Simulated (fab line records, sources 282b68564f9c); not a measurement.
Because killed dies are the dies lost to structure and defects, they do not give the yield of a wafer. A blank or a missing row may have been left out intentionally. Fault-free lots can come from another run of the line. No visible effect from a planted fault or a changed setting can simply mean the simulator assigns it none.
fab line records | flow ritCmos | part 2 of 2: steps 34 to 47 of 47
record: lots: 5 wafers: 15 lastDay: 7
route steps=202 shown GATE@79 FOX2@80 REOX@98 NLDD@103 PLDD@114 SPACER@125
lots that met no fault: from a run of the same line without faults
startH: start of the lot's first displayed wafer, in hours after the record's first day | waitH: how many hours have passed since the lot's step before this one | " unchanged from the row above | L1.1+2: one row covering several wafers at once | - value missing, or start not given | * or withheld: withheld | < > ~ a bound
route shown NAME@n: NAME is a module with steps in the file, n the number in the route of the first one | usual: average and standard deviation across the fault-free wafers | same: alike in all rows | chamber/n: place in a boat | sites: readings site by site | _std_site: their standard deviation | _edge_site: outer sites' mean less inner sites' | radiusMm: for every site, how far away it sits from the centre of the wafer | mask NAME#n: copy n | behind: the tool/chamber that last shaped the wafer | hold: reason for holding the lot/hours on hold/outcome of the hold | device: whichever transistor did not switch (one of n, p or np) | end of line: tests run on the same wafers once the route is complete | for a step that has no rows: nothing shown but its recipe | killed: not the wafer's yield, but the dies lost to structure and defects at the first sort | map: shows each die of a wafer: x if killed, . if not, _ if none is there
set.NAME: the run value of the setting; set.NAME@STEP: its run value at that earlier step | model.NAME: the simulator's own value behind a step, which no gauge read
lots at selected steps of the route; one table per step, one row per wafer
services: from which hour (startH, from the record's first day; less than 0 if before it) a tool's chamber was out of use, for how many hours, and why
== steps ==
step: RIT_NLDD_STRIP_09
recipe: chemistry: O2 timeS: 180 resist: NOVOLAK platenTempC: withheld powerW: 500 pressureMtorr: 4000 o2FlowSccm: 4000
usual: drypumpMotorCurrentA: 5.7/0.4
columns lot.wafer tool chamber startH waitH drypumpMotorCurrentA rfHoursCounterH
L076.3 plasmaAsher-01 1 56.73 0.1 5.1 -
L076.4 " 0 " " 5.7 -
L076.6 " 0 " " 5.7 -
L080.2 plasmaAsher-03 0 73.49 0.1 5.9 27
L080.4 " 1 " " 6.3 -
L080.5 " 0 " " 5.9 -
L082.1 plasmaAsher-04 1 86.86 0.1 5.3 46
L082.3 " 0 " " 6.0 -
L082.5 " 0 " " 6.0 -
L085.2 plasmaAsher-01 1 98.87 0.1 5.1 45
L085.3 " 1 " " 5.1 -
L085.5 " 1 " " 5.1 -
L096.1 plasmaAsher-03 0 154.31 0.1 5.9 35
L096.3 " 1 " " 6.3 -
L096.5 " 1 " " 6.3 -
step: RIT_NLDD_TW_MEAS_10
usual: NLDD_TW: 2497/39
columns lot.wafer tool chamber startH waitH NLDD_TW
L076.3 filmMetro-03 - 56.87 0.1 2454
L076.4 " - " " 2454
L076.6 " - " " 2456
L080.2 filmMetro-03 - 73.67 0.1 2462
L080.4 " - " " 2449
L080.5 " - " " 2458
L082.1 filmMetro-02 - 87.04 0.1 2522
L082.3 " - " " 2524
L082.5 " - " " 2524
L085.2 filmMetro-02 - 99.06 0.1 2521
L085.3 " - " " 2520
L085.5 " - " " 2530
L096.1 filmMetro-02 - 154.49 0.1 2520
L096.3 " - " " 2511
L096.5 " - " " 2522
step: RIT_PLDD_HMDS_00
recipe: primeTimeS: 60 primeTempC: 140
same: primeTimeS: 60
columns lot.wafer tool chamber startH waitH
L076.3+4+6 lithoTrack-01 0 56.96 0.1
L080.2+4+5 lithoTrack-01 0 73.75 0.1
L082.1+3+5 lithoTrack-04 0 87.10 0.1
L085.2+3+5 lithoTrack-03 0 99.13 0.1
L096.1+3+5 lithoTrack-01 0 154.55 0.1
step: RIT_PLDD_COAT_01
recipe: resist: NOVOLAK spinRpm: 3250 resistThkNm: 1000
columns lot.wafer tool chamber startH waitH
L076.3+4+6 lithoTrack-01 0 57.11 0.1
L080.2+4+5 lithoTrack-01 0 73.90 0.1
L082.1+3+5 lithoTrack-04 0 87.25 0.1
L085.2+3+5 lithoTrack-03 0 99.28 0.1
L096.1+3+5 lithoTrack-01 0 154.70 0.1
step: RIT_PLDD_SOFTBAKE_02
recipe: resist: NOVOLAK tempC: 90 timeS: 58.98
columns lot.wafer tool chamber startH waitH
L076.3+4+6 lithoTrack-01 0 57.26 0.1
L080.2+4+5 lithoTrack-01 0 74.05 0.1
L082.1+3+5 lithoTrack-04 0 87.40 0.1
L085.2+3+5 lithoTrack-03 0 99.43 0.1
L096.1+3+5 lithoTrack-01 0 154.85 0.1
step: RIT_PLDD_EXPOSE_03
recipe: maskId: M8 na: 0.57 targetCdNm: 40900 doseMj: 250
usual: exposureDoseMJCm2: 250.02/0.26
columns lot.wafer tool chamber startH waitH mask exposureDoseMJCm2
L076.3 ilineStepper-01 0 57.52 0.2 M8#0 249.58
L076.4 " 0 " " M8#0 249.92
L076.6 " 0 " " M8#0 249.94
L080.2 ilineStepper-02 0 74.32 0.2 M8#0 250.56
L080.4 " 0 " " M8#0 250.25
L080.5 " 0 " " M8#0 250.32
L082.1 ilineStepper-01 0 87.67 0.3 M8#0 250.28
L082.3 " 0 " " M8#0 249.61
L082.5 " 0 " " M8#0 249.88
L085.2 ilineStepper-01 0 99.58 0.1 M8#0 250.09
L085.3 " 0 " " M8#0 249.96
L085.5 " 0 " " M8#0 249.87
L096.1 ilineStepper-01 0 155.12 0.3 M8#0 250.09
L096.3 " 0 " " M8#0 250.28
L096.5 " 0 " " M8#0 250.34
step: RIT_PLDD_PEB_04
recipe: resist: NOVOLAK tempC: withheld timeS: withheld
columns lot.wafer tool chamber startH waitH
L076.3+4+6 lithoTrack-01 0 57.65 0.1
L080.2+4+5 lithoTrack-03 0 74.44 0.1
L082.1+3+5 lithoTrack-04 0 87.79 0.1
L085.2+3+5 lithoTrack-03 0 99.70 0.1
L096.1+3+5 lithoTrack-03 0 155.24 0.1
step: RIT_PLDD_DEVELOP_05
recipe: resist: NOVOLAK developTimeS: 50 devTempC: 23
columns lot.wafer tool chamber startH waitH
L076.3+4+6 lithoTrack-01 0 - -
L080.2+4+5 lithoTrack-03 0 - -
L082.1+3+5 lithoTrack-04 0 - -
L085.2+3+5 lithoTrack-03 0 - -
L096.1+3+5 lithoTrack-03 0 - -
step: RIT_PLDD_OVL_MEAS_06
usual: PLDD_OVL: 0.4/1.3
columns lot.wafer tool chamber startH waitH PLDD_OVL[nm]
L076.3 overlay-01 - 57.89 - 0.6
L076.4 " - " " 1.3
L076.6 " - " " 1.1
L080.2 overlay-01 - 74.70 - 0.3
L080.4 " - " " -1.0
L080.5 " - " " 1.5
L082.1 overlay-01 - 88.07 - -2.0
L082.3 " - " " -0.7
L082.5 " - " " -1.5
L085.2 overlay-02 - 99.97 - -0.5
L085.3 " - " " -1.4
L085.5 " - " " -0.1
L096.1 overlay-01 - 155.52 - -0.7
L096.3 " - " " 0.8
L096.5 " - " " 1.1
step: RIT_PLDD_HARDBAKE_07
recipe: resist: NOVOLAK tempC: 140 timeS: 60
columns lot.wafer tool chamber startH waitH
L076.3+4+6 lithoTrack-01 0 57.97 0.1
L080.2+4+5 lithoTrack-01 0 74.76 0.0
L082.1+3+5 lithoTrack-01 0 88.11 0.0
L085.2+3+5 lithoTrack-03 0 100.14 0.2
L096.1+3+5 lithoTrack-01 0 155.56 0.0
step: RIT_PLDD_IMPLANT_08
recipe: species: BF2 energyKev: 20 doseCm2: 9e+14 tiltDeg: 7
columns lot.wafer tool chamber startH waitH
L076.3+4+6 implanter-03 0 58.12 0.1
L080.2+4+5 implanter-02 0 74.91 0.1
L082.1+3+5 implanter-02 0 88.26 0.1
L085.2+3+5 implanter-02 0 100.29 0.1
L096.1+3+5 implanter-01 0 155.71 0.1
step: RIT_PLDD_STRIP_09
recipe: chemistry: O2 timeS: 180 resist: NOVOLAK platenTempC: withheld powerW: 500 pressureMtorr: 4000 o2FlowSccm: 4000
usual: drypumpMotorCurrentA: 5.7/0.39
columns lot.wafer tool chamber startH waitH drypumpMotorCurrentA rfHoursCounterH
L076.3 plasmaAsher-02 1 58.28 0.1 6.1 -
L076.4 " 0 " " 6.1 -
L076.6 " 0 " " 6.1 -
L080.2 plasmaAsher-02 0 75.03 0.1 6.1 44
L080.4 " 0 " " 6.0 -
L080.5 " 0 " " 6.1 -
L082.1 plasmaAsher-01 1 88.41 0.1 5.1 44
L082.3 " 0 " " 5.7 -
L082.5 " 0 " " 5.7 -
L085.2 plasmaAsher-04 0 100.42 0.1 6.0 48
L085.3 " 0 " " 6.0 -
L085.5 " 0 " " 6.0 -
L096.1 plasmaAsher-01 0 155.86 0.1 5.7 51
L096.3 " 1 " " 5.1 -
L096.5 " 1 " " 5.1 -
step: RIT_PLDD_TW_MEAS_10
usual: PLDD_TW: 2361/30
columns lot.wafer tool chamber startH waitH PLDD_TW
L076.3 filmMetro-02 - 58.41 0.1 2384
L076.4 " - " " 2368
L076.6 " - " " 2381
L080.2 filmMetro-03 - 75.22 0.1 2309
L080.4 " - " " 2311
L080.5 " - " " 2315
L082.1 filmMetro-02 - 88.58 0.1 2390
L082.3 " - " " 2373
L082.5 " - " " 2384
L085.2 filmMetro-04 - 100.60 0.1 2368
L085.3 " - " " 2367
L085.5 " - " " 2375
L096.1 filmMetro-02 - 156.03 0.1 2377
L096.3 " - " " 2369
L096.5 " - " " 2381
step: RIT_SPACER_CLEAN_00
recipe: chemistry: SC1 mix: 3:3:50 timeS: 614.6 tempC: 75
columns lot.wafer tool chamber startH waitH
L076.3+4+6 wetBench-04 3 58.45 0.0
L080.2+4+5 wetBench-04 2 75.27 0.0
L082.1+3+5 wetBench-02 3 88.64 0.1
L085.2+3+5 wetBench-04 2 100.65 0.0
L096.1+3+5 wetBench-04 0 156.09 0.1
== services ==
columns tool chamber startH hours kind
rieSi-02 3 23.47 2.7 repair
furnace-01 - 25.65 2.7 pm
plasmaAsher-03 - 31.99 31.5 repair
furnace-03 - 42.05 2.9 pm
implanter-04 - 45.12 4.3 repair
plasmaAsher-03 - 63.47 2.8 pm
implanter-02 - 75.30 3.0 pm
rieSi-02 2 76.38 2.1 repair
implanter-04 - 107.72 3.5 repair
plasmaAsher-04 - 108.75 9.0 pm
plasmaAsher-04 0 108.75 9.0 ventCycle
plasmaAsher-04 1 108.75 9.0 ventCycle
plasmaAsher-04 0 117.75 - clean
plasmaAsher-04 1 117.75 - clean
rieSi-01 0 120.25 - clean
rieSi-01 0 120.25 22.6 scheduledDown
furnace-04 - 133.46 3.8 pm
plasmaAsher-03 - 139.37 6.4 repair
plasmaAsher-01 - 145.12 2.8 pm
implanter-02 - 147.27 1.1 repair
lpcvd-02 - 147.70 29.3 repair
rieSi-02 0 148.84 3.5 repair
furnace-03 - 149.60 22.7 pm
ilineStepper-01 - 151.73 1.7 pm
